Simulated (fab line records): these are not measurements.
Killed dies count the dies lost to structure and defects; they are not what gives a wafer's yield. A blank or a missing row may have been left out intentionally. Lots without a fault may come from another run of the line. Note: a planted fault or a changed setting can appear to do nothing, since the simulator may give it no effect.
Split-lot experiment    flow berkeley-cmos170    23 wafers read from 5 lots, route of 331 steps

## ABOUT THE SPLIT
At UCB170_START_OXIDATION_02 (target thk 20 nm, ox time 1800 s), the setting ox-time-s was moved away from the recipe's 1800 s on 10 of the 23 wafers read, by -7.8% to +13.8%. All remaining wafers had this setting at the recipe value.

Between the split and the reading, the file records no step.

## THE READING
At UCB170_START_THK_MEAS_03: START_OXIDE_THK, given in nm. Fault-free wafers of this fab line usually give 20.1 nm, standard deviation 0.36 nm.

wafer   tool, chamber at the split  ox-time-s as run, s  against the recipe  START_OXIDE_THK, nm  against lot-mates on the recipe
L077.1  -, -                        1800                 recipe              20.6                 -
L077.2  -, -                        1800                 recipe              20.3                 -
L077.3  -, -                        1800                 recipe              20.5                 -
L077.5  -, -                        1800                 recipe              20.6                 -
L077.6  -, -                        1800                 recipe              20.5                 -
L079.2  furnace-01, 0               1800                 recipe              20.5                 -
L079.5  furnace-01, 0               1800                 recipe              20.3                 -
L079.6  furnace-01, 0               1800                 recipe              20.4                 -
L083.2  -, -                        1800                 recipe              19.6                 -
L083.3  -, -                        1800                 recipe              19.9                 -
L083.4  -, -                        1800                 recipe              19.9                 -
L083.5  -, -                        1800                 recipe              19.9                 -
L083.6  -, -                        1800                 recipe              19.8                 -
L084.1  -, -                        2048                 +13.8%              22.0                 no lot-mate on the recipe
L084.2  -, -                        2048                 +13.8%              22.0                 no lot-mate on the recipe
L084.3  -, -                        2048                 +13.8%              21.9                 no lot-mate on the recipe
L084.4  -, -                        2048                 +13.8%              22.3                 no lot-mate on the recipe
L084.6  -, -                        2048                 +13.8%              22.1                 no lot-mate on the recipe
L085.1  -, -                        1660                 -7.8%               19.0                 no lot-mate on the recipe
L085.3  -, -                        1660                 -7.8%               18.8                 no lot-mate on the recipe
L085.4  -, -                        1660                 -7.8%               19.0                 no lot-mate on the recipe
L085.5  -, -                        1660                 -7.8%               19.2                 no lot-mate on the recipe
L085.6  -, -                        1660                 -7.8%               19.1                 no lot-mate on the recipe

THE FIT
A straight line over all 23 wafers: START_OXIDE_THK changes by +0.14 nm for each +1% of ox-time-s; r = +0.97; the points scatter about the line by 0.28 nm.
Too few moved wafers with a lot-mate on the recipe to fit a line net of each lot's own level.

## THE WHOLE CHAIN: every reading that the file lists as answering this split, in the file's order
step                       what it does                      reading                                                                             change (the file's fit)                r (the file's)
UCB170_START_OXIDATION_02  target thk 20 nm, ox time 1800 s  SiO2_of_START_OXIDATION_02.thk-nm (the simulator's own value, which no gauge read)  +0.139 nm for each +1% of the setting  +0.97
UCB170_START_THK_MEAS_03                                     START_OXIDE_THK                                                                     +0.139 for each +1% of the setting     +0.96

## THE FILE'S OWN FIT
START_OXIDE_THK changes by +0.139 nm for each +1% of ox-time-s, r = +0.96.
